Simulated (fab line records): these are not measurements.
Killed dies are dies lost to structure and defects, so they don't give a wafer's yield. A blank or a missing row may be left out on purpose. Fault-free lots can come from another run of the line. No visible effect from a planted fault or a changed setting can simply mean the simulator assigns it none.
Chamber matching	flow berkeley-cmos170	4 sister chambers for UCB170_ZERO_ETCH_06 on rie-diel-01
The step etches SiO2 in CHF3/CF4/Ar, time 12 s. 16 wafers are shown with their chamber, then 8 later ones without.

## WAFERS PAIRED WITH THEIR CHAMBERS
wafer	chamber	drypump-motor-current-A (A)	throttle-valve-pct (%)	oes-product-au (a.u.)
L917.2	3	6.1	9.34	0.618
L917.3	2	4.8	9.45	0.628
L917.4	0	5.8	9.21	0.625
L918.1	2	4.9	9.48	0.627
L918.2	0	5.8	9.20	0.637
L918.4	1	4.7	9.08	0.624
L919.2	2	4.8	9.45	0.634
L919.3	0	5.8	9.20	0.624
L919.5	1	4.7	9.06	0.626
L921.3	1	4.7	9.05	0.627
L921.4	3	6.1	9.34	0.609
L921.5	3	6.1	9.35	0.605
L923.1	3	6.1	9.34	0.606
L923.4	2	4.8	9.47	0.629
L923.5	2	4.8	9.46	0.631
L928.1	1	4.7	9.06	0.624

SIGNATURES (averages over the wafers above)
reading	chamber 0	chamber 1	chamber 2	chamber 3	scatter within a chamber
drypump-motor-current-A	5.800	4.700	4.820	6.100	0.0258
throttle-valve-pct	9.2033	9.0625	9.4620	9.3425	0.0104
oes-product-au	0.62867	0.62525	0.62980	0.60950	0.00454
Rule: for a wafer and a chamber, the distance is found by dividing, reading by reading, the gap between the wafer's reading and the chamber's mean by the reading's scatter, squaring, summing and taking the root. The wafer belongs to the nearest chamber; if the next one is less than 2 further off, it can't be placed. How the scatter is found: for the shown wafers, subtract from each reading the mean of its chamber, square and add these, divide the total by (wafers less chambers), then take the root.

## WAFERS WHOSE CHAMBER IS MISSING
wafer	drypump-motor-current-A (A)	throttle-valve-pct (%)	oes-product-au (a.u.)
L928.3	4.8	9.50	0.630
L928.6	4.7	9.07	0.618
L937.3	4.8	9.45	0.626
L937.5	6.1	9.33	0.604
L937.6	5.8	9.19	0.629
L938.1	4.8	9.47	0.627
L938.2	4.7	9.07	0.618
L938.3	5.8	9.19	0.629

## THE CHAMBER EACH PASSED THROUGH
wafer	from the rows above	in truth
L928.3	2	2
L928.6	1	1
L937.3	2	2
L937.5	3	3
L937.6	0	0
L938.1	2	2
L938.2	1	1
L938.3	0	0
Placed correctly: 8 of 8. Left unplaced by these rows: 0. Number placed wrongly: 0.
